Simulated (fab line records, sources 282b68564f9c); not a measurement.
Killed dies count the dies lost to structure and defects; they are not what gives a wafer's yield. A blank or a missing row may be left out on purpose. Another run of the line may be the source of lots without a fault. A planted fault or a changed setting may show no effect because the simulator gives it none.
fab line records / flow ritCmos
[record] lots = 14 wafers = 42 lastDay = 8
route steps=202 shown CONTACT@168
lots with no fault: from the same line, run without faults
startH: the number of hours between the record's first day and the start of the first shown wafer of the lot / waitH: time in hours since the lot's previous step / " identical to the entry in the row above / L1.1+2: one row covering several wafers at once / - no value, or no start given / * or withheld: withheld / < > ~ a bound
route shown NAME@n: names a module that has steps shown in the file, with the first one's number in the route / usual: average and standard deviation across the fault-free wafers / same: alike in all rows / chamber/n: place in a boat / sites: per-site readings / _std_site: the values' standard deviation / _edge_site: the outer-site mean with the inner-site mean subtracted / radiusMm: for every site, how far away it sits from the centre of the wafer / mask NAME#n: copy n / behind: the most recent tool/chamber to have shaped the wafer / hold: the reason the lot was held/the length of the hold in hours/how it ended / device: names the non-switching transistor (n, p or np) / end of line: tests run on the same wafers once the route is complete / step lacking rows: just its recipe / killed: dies lost to structure and defects at the first sort, not the wafer's yield / map: the dies of a wafer, with x for killed, . for not killed, _ for no die there
set.NAME: the setting the step ran with; set.NAME@STEP: the setting that earlier step ran with / model.NAME: the simulator's own value behind a step, which no gauge read
route steps across a sampled set of lots; one table per step, one row per wafer
services: the hour from which a tool's chamber was out of use, counted from the record's first day as startH (under 0 if before that day), plus the number of hours and why
[[steps]]
[step RIT_CONTACT_CVD_00]
[recipe] material = SiO2 targetThkNm = 400 precursor = TEOS tempC = 390 timeS = 61 rfW = 400
[usual] heaterPowerW = 322/74 runLengthS = 89.0/0.75
lot.wafer=L296.1 tool=pecvd-04 chamber=0 startH=61.31 waitH=0.1 heaterPowerW=269 runLengthS=89.5
lot.wafer=L296.2 tool=pecvd-04 chamber=2 startH=61.31 waitH=0.1 heaterPowerW=249 runLengthS=89.2
lot.wafer=L296.6 tool=pecvd-04 chamber=1 startH=61.31 waitH=0.1 heaterPowerW=214 runLengthS=88.5
lot.wafer=L298.1 tool=pecvd-01 chamber=2 startH=65.75 waitH=0.1 heaterPowerW=260 runLengthS=90.7
lot.wafer=L298.4 tool=pecvd-01 chamber=2 startH=65.75 waitH=0.1 heaterPowerW=270 runLengthS=89.9
lot.wafer=L298.5 tool=pecvd-01 chamber=1 startH=65.75 waitH=0.1 heaterPowerW=329 runLengthS=88.5
lot.wafer=L299.2 tool=pecvd-04 chamber=2 startH=70.04 waitH=0.0 heaterPowerW=314 runLengthS=88.6
lot.wafer=L299.5 tool=pecvd-04 chamber=0 startH=70.04 waitH=0.0 heaterPowerW=302 runLengthS=89.2
lot.wafer=L299.6 tool=pecvd-04 chamber=1 startH=70.04 waitH=0.0 heaterPowerW=242 runLengthS=88.6
lot.wafer=L301.2 tool=pecvd-01 chamber=1 startH=83.81 waitH=0.0 heaterPowerW=310 runLengthS=88.8
lot.wafer=L301.3 tool=pecvd-01 chamber=0 startH=83.81 waitH=0.0 heaterPowerW=282 runLengthS=89.0
lot.wafer=L301.6 tool=pecvd-01 chamber=0 startH=83.81 waitH=0.0 heaterPowerW=291 runLengthS=90.0
lot.wafer=L300.1 tool=pecvd-04 chamber=2 startH=83.88 waitH=0.1 heaterPowerW=336 runLengthS=88.5
lot.wafer=L300.2 tool=pecvd-04 chamber=0 startH=83.88 waitH=0.1 heaterPowerW=301 runLengthS=89.1
lot.wafer=L300.6 tool=pecvd-04 chamber=1 startH=83.88 waitH=0.1 heaterPowerW=217 runLengthS=88.3
lot.wafer=L303.3 tool=pecvd-02 chamber=1 startH=88.48 waitH=0.0 heaterPowerW=295 runLengthS=90.0
lot.wafer=L303.4 tool=pecvd-02 chamber=0 startH=88.48 waitH=0.0 heaterPowerW=371 runLengthS=88.6
lot.wafer=L303.5 tool=pecvd-02 chamber=1 startH=88.48 waitH=0.0 heaterPowerW=319 runLengthS=89.7
lot.wafer=L304.2 tool=pecvd-01 chamber=2 startH=93.56 waitH=0.0 heaterPowerW=288 runLengthS=90.7
lot.wafer=L304.3 tool=pecvd-01 chamber=0 startH=93.56 waitH=0.0 heaterPowerW=308 runLengthS=90.0
lot.wafer=L304.4 tool=pecvd-01 chamber=2 startH=93.56 waitH=0.0 heaterPowerW=311 runLengthS=89.6
lot.wafer=L305.1 tool=pecvd-04 chamber=1 startH=97.10 waitH=0.1 heaterPowerW=205 runLengthS=88.6
lot.wafer=L305.5 tool=pecvd-04 chamber=1 startH=97.10 waitH=0.1 heaterPowerW=221 runLengthS=88.5
lot.wafer=L305.6 tool=pecvd-04 chamber=0 startH=97.10 waitH=0.1 heaterPowerW=305 runLengthS=89.6
lot.wafer=L306.1 tool=pecvd-02 chamber=2 startH=102.33 waitH=0.1 heaterPowerW=483 runLengthS=87.7
lot.wafer=L306.2 tool=pecvd-02 chamber=1 startH=102.33 waitH=0.1 heaterPowerW=370 runLengthS=89.7
lot.wafer=L306.6 tool=pecvd-02 chamber=1 startH=102.33 waitH=0.1 heaterPowerW=385 runLengthS=89.5
lot.wafer=L307.2 tool=pecvd-01 chamber=0 startH=107.66 waitH=0.0 heaterPowerW=278 runLengthS=89.2
lot.wafer=L307.5 tool=pecvd-01 chamber=1 startH=107.66 waitH=0.0 heaterPowerW=284 runLengthS=88.8
lot.wafer=L307.6 tool=pecvd-01 chamber=2 startH=107.66 waitH=0.0 heaterPowerW=252 runLengthS=89.9
lot.wafer=L310.1 tool=pecvd-01 chamber=1 startH=122.63 waitH=0.1 heaterPowerW=343 runLengthS=88.9
lot.wafer=L310.2 tool=pecvd-01 chamber=0 startH=122.63 waitH=0.1 heaterPowerW=242 runLengthS=89.7
lot.wafer=L310.6 tool=pecvd-01 chamber=0 startH=122.63 waitH=0.1 heaterPowerW=259 runLengthS=89.5
lot.wafer=L313.2 tool=pecvd-01 chamber=0 startH=142.75 waitH=0.0 heaterPowerW=266 runLengthS=83.0
lot.wafer=L313.5 tool=pecvd-01 chamber=0 startH=142.75 waitH=0.0 heaterPowerW=288 runLengthS=82.7
lot.wafer=L313.6 tool=pecvd-01 chamber=1 startH=142.75 waitH=0.0 heaterPowerW=335 runLengthS=88.8
lot.wafer=L316.1 tool=pecvd-01 chamber=1 startH=160.65 waitH=0.1 heaterPowerW=254 runLengthS=88.9
lot.wafer=L316.3 tool=pecvd-01 chamber=0 startH=160.65 waitH=0.1 heaterPowerW=302 runLengthS=83.0
lot.wafer=L316.4 tool=pecvd-01 chamber=0 startH=160.65 waitH=0.1 heaterPowerW=305 runLengthS=82.8
lot.wafer=L318.4 tool=pecvd-02 chamber=2 startH=176.65 waitH=0.0 heaterPowerW=468 runLengthS=87.6
lot.wafer=L318.5 tool=pecvd-02 chamber=0 startH=176.65 waitH=0.0 heaterPowerW=401 runLengthS=88.3
lot.wafer=L318.6 tool=pecvd-02 chamber=1 startH=176.65 waitH=0.0 heaterPowerW=361 runLengthS=89.8
[step RIT_CONTACT_THK_MEAS_01]
[recipe] reads = SiO2_of_CONTACT_CVD_00
[usual] CONTACT_TEOS_THK = 399/5.1
lot.wafer=L296.1 tool=filmMetro-04 chamber=- startH=61.36 waitH=0.0 CONTACT_TEOS_THK[nm]=403
lot.wafer=L296.2 tool=filmMetro-04 chamber=- startH=61.36 waitH=0.0 CONTACT_TEOS_THK[nm]=395
lot.wafer=L296.6 tool=filmMetro-04 chamber=- startH=61.36 waitH=0.0 CONTACT_TEOS_THK[nm]=410
lot.wafer=L298.1 tool=filmMetro-04 chamber=- startH=65.81 waitH=0.0 CONTACT_TEOS_THK[nm]=393
lot.wafer=L298.4 tool=filmMetro-04 chamber=- startH=65.81 waitH=0.0 CONTACT_TEOS_THK[nm]=400
lot.wafer=L298.5 tool=filmMetro-04 chamber=- startH=65.81 waitH=0.0 CONTACT_TEOS_THK[nm]=400
lot.wafer=L299.2 tool=filmMetro-04 chamber=- startH=70.10 waitH=0.0 CONTACT_TEOS_THK[nm]=397
lot.wafer=L299.5 tool=filmMetro-04 chamber=- startH=70.10 waitH=0.0 CONTACT_TEOS_THK[nm]=406
lot.wafer=L299.6 tool=filmMetro-04 chamber=- startH=70.10 waitH=0.0 CONTACT_TEOS_THK[nm]=403
lot.wafer=L301.2 tool=filmMetro-04 chamber=- startH=83.88 waitH=0.0 CONTACT_TEOS_THK[nm]=393
lot.wafer=L301.3 tool=filmMetro-04 chamber=- startH=83.88 waitH=0.0 CONTACT_TEOS_THK[nm]=393
lot.wafer=L301.6 tool=filmMetro-04 chamber=- startH=83.88 waitH=0.0 CONTACT_TEOS_THK[nm]=399
lot.wafer=L300.1 tool=filmMetro-02 chamber=- startH=83.93 waitH=0.0 CONTACT_TEOS_THK[nm]=395
lot.wafer=L300.2 tool=filmMetro-02 chamber=- startH=83.93 waitH=0.0 CONTACT_TEOS_THK[nm]=403
lot.wafer=L300.6 tool=filmMetro-02 chamber=- startH=83.93 waitH=0.0 CONTACT_TEOS_THK[nm]=402
lot.wafer=L303.3 tool=filmMetro-02 chamber=- startH=88.55 waitH=0.0 CONTACT_TEOS_THK[nm]=394
lot.wafer=L303.4 tool=filmMetro-02 chamber=- startH=88.55 waitH=0.0 CONTACT_TEOS_THK[nm]=401
lot.wafer=L303.5 tool=filmMetro-02 chamber=- startH=88.55 waitH=0.0 CONTACT_TEOS_THK[nm]=402
lot.wafer=L304.2 tool=filmMetro-04 chamber=- startH=93.62 waitH=0.0 CONTACT_TEOS_THK[nm]=397
lot.wafer=L304.3 tool=filmMetro-04 chamber=- startH=93.62 waitH=0.0 CONTACT_TEOS_THK[nm]=393
lot.wafer=L304.4 tool=filmMetro-04 chamber=- startH=93.62 waitH=0.0 CONTACT_TEOS_THK[nm]=398
lot.wafer=L305.1 tool=filmMetro-04 chamber=- startH=97.15 waitH=0.0 CONTACT_TEOS_THK[nm]=397
lot.wafer=L305.5 tool=filmMetro-04 chamber=- startH=97.15 waitH=0.0 CONTACT_TEOS_THK[nm]=405
lot.wafer=L305.6 tool=filmMetro-04 chamber=- startH=97.15 waitH=0.0 CONTACT_TEOS_THK[nm]=408
lot.wafer=L306.1 tool=filmMetro-04 chamber=- startH=102.38 waitH=0.0 CONTACT_TEOS_THK[nm]=401
lot.wafer=L306.2 tool=filmMetro-04 chamber=- startH=102.38 waitH=0.0 CONTACT_TEOS_THK[nm]=398
lot.wafer=L306.6 tool=filmMetro-04 chamber=- startH=102.38 waitH=0.0 CONTACT_TEOS_THK[nm]=403
lot.wafer=L307.2 tool=filmMetro-03 chamber=- startH=107.72 waitH=0.0 CONTACT_TEOS_THK[nm]=391
lot.wafer=L307.5 tool=filmMetro-03 chamber=- startH=107.72 waitH=0.0 CONTACT_TEOS_THK[nm]=390
lot.wafer=L307.6 tool=filmMetro-03 chamber=- startH=107.72 waitH=0.0 CONTACT_TEOS_THK[nm]=394
lot.wafer=L310.1 tool=filmMetro-02 chamber=- startH=122.68 waitH=0.0 CONTACT_TEOS_THK[nm]=392
lot.wafer=L310.2 tool=filmMetro-02 chamber=- startH=122.68 waitH=0.0 CONTACT_TEOS_THK[nm]=399
lot.wafer=L310.6 tool=filmMetro-02 chamber=- startH=122.68 waitH=0.0 CONTACT_TEOS_THK[nm]=403
lot.wafer=L313.2 tool=filmMetro-03 chamber=- startH=142.81 waitH=0.0 CONTACT_TEOS_THK[nm]=355
lot.wafer=L313.5 tool=filmMetro-03 chamber=- startH=142.81 waitH=0.0 CONTACT_TEOS_THK[nm]=363
lot.wafer=L313.6 tool=filmMetro-03 chamber=- startH=142.81 waitH=0.0 CONTACT_TEOS_THK[nm]=396
lot.wafer=L316.1 tool=filmMetro-02 chamber=- startH=160.70 waitH=0.0 CONTACT_TEOS_THK[nm]=389
lot.wafer=L316.3 tool=filmMetro-02 chamber=- startH=160.70 waitH=0.0 CONTACT_TEOS_THK[nm]=354
lot.wafer=L316.4 tool=filmMetro-02 chamber=- startH=160.70 waitH=0.0 CONTACT_TEOS_THK[nm]=358
lot.wafer=L318.4 tool=filmMetro-04 chamber=- startH=176.70 waitH=0.0 CONTACT_TEOS_THK[nm]=404
lot.wafer=L318.5 tool=filmMetro-04 chamber=- startH=176.70 waitH=0.0 CONTACT_TEOS_THK[nm]=400
lot.wafer=L318.6 tool=filmMetro-04 chamber=- startH=176.70 waitH=0.0 CONTACT_TEOS_THK[nm]=404
[[services]]
tool=pecvd-01 chamber=0 startH=42.62 hours=12.4 kind=repair
tool=pecvd-04 chamber=- startH=83.95 hours=6.0 kind=pm
tool=pecvd-02 chamber=0 startH=163.68 hours=5.4 kind=repair
[[key]]
[firstSign] step = RIT_CONTACT_CVD_00 reading = runLengthS direction = down sigmas = 8.2 usual = * struck = *
[effect] step = RIT_CONTACT_THK_MEAS_01 reading = CONTACT_TEOS_THK direction = down sigmas = 8.1 usual = 399 struck = 358
metAt RIT_CONTACT_CVD_00
struckLots L313,L316
struckWafers L313.2,L313.5,L316.3,L316.4
testerLeftOut L313,L316
onsetBetween 122.63 142.75
[fault] kind = processParameterDrift tool = pecvd-01 chamber = 0 onsetH = 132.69 steps = RIT_CONTACT_CVD_00 channel = timeS offset = * shape = step endH = 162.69 stated = *
// testerLeftOut: of these lots the tester's yield and bins aren't shown, on N5 and GAA mostly nor the transistor test; their killed dies are dies lost to structure and defects alone, not to doping, threshold or leakage, so they don't give the yield
